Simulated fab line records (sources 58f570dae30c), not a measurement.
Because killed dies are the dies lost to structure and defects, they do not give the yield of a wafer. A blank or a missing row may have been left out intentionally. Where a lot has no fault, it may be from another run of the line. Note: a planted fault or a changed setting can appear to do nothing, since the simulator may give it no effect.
Chamber matching || flow berkeley_cmos170 || UCB170_V1_CMP_02 on cmp-02: 4 sister chambers
The step polishes SiO2. 8 wafers are shown with their chamber, then 9 later ones without.

## WAFERS WITH THEIR CHAMBER
{"wafer": "L653.2", "chamber": 2, "motor_current_A (A)": 16.3}
{"wafer": "L654.4", "chamber": 0, "motor_current_A (A)": 14.8}
{"wafer": "L656.1", "chamber": 1, "motor_current_A (A)": 13.2}
{"wafer": "L656.2", "chamber": 2, "motor_current_A (A)": 17.2}
{"wafer": "L656.3", "chamber": 3, "motor_current_A (A)": 14.9}
{"wafer": "L657.1", "chamber": 1, "motor_current_A (A)": 13.6}
{"wafer": "L657.5", "chamber": 3, "motor_current_A (A)": 15.3}
{"wafer": "L657.6", "chamber": 0, "motor_current_A (A)": 15.9}

## WAFERS WITH NO CHAMBER GIVEN
{"wafer": "L659.3", "motor_current_A (A)": 13.5}
{"wafer": "L659.5", "motor_current_A (A)": 15.3}
{"wafer": "L659.6", "motor_current_A (A)": 16.4}
{"wafer": "L662.2", "motor_current_A (A)": 16.2}
{"wafer": "L662.4", "motor_current_A (A)": 13.2}
{"wafer": "L662.6", "motor_current_A (A)": 15.7}
{"wafer": "L663.3", "motor_current_A (A)": 16.1}
{"wafer": "L663.5", "motor_current_A (A)": 15.0}
{"wafer": "L663.6", "motor_current_A (A)": 15.0}

## CHAMBER TAKEN BY EACH
{"wafer": "L659.3", "from the rows above": 1, "in truth": 1}
{"wafer": "L659.5", "from the rows above": "can't be placed: 0 or 3", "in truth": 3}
{"wafer": "L659.6", "from the rows above": "can't be placed: 2 or 0 or 3", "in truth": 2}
{"wafer": "L662.2", "from the rows above": "can't be placed: 2 or 0 or 3", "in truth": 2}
{"wafer": "L662.4", "from the rows above": 1, "in truth": 1}
{"wafer": "L662.6", "from the rows above": "can't be placed: 0 or 3 or 2", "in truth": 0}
{"wafer": "L663.3", "from the rows above": "can't be placed: 2 or 0 or 3", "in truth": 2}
{"wafer": "L663.5", "from the rows above": "can't be placed: 3 or 0", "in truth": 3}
{"wafer": "L663.6", "from the rows above": "can't be placed: 3 or 0", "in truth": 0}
Placed correctly: 2 of 9. Can't be placed from these rows: 7 (the true chamber is among the candidates in 7). Placed wrongly: 0.
How it was worked out, from the rows above alone: a wafer's distance from a chamber is the root of the sum, over the readings, of the square of ((its reading less the chamber's mean) divided by the reading's scatter). If the next closest chamber is less than 2 further off than the closest, the wafer can't be placed; otherwise it belongs to the closest. Each chamber's mean is taken over the wafers shown for it. The scatter is the square root of a quotient: the sum, over the shown wafers, of each reading's squared deviation from its chamber's mean, divided by wafers minus chambers.
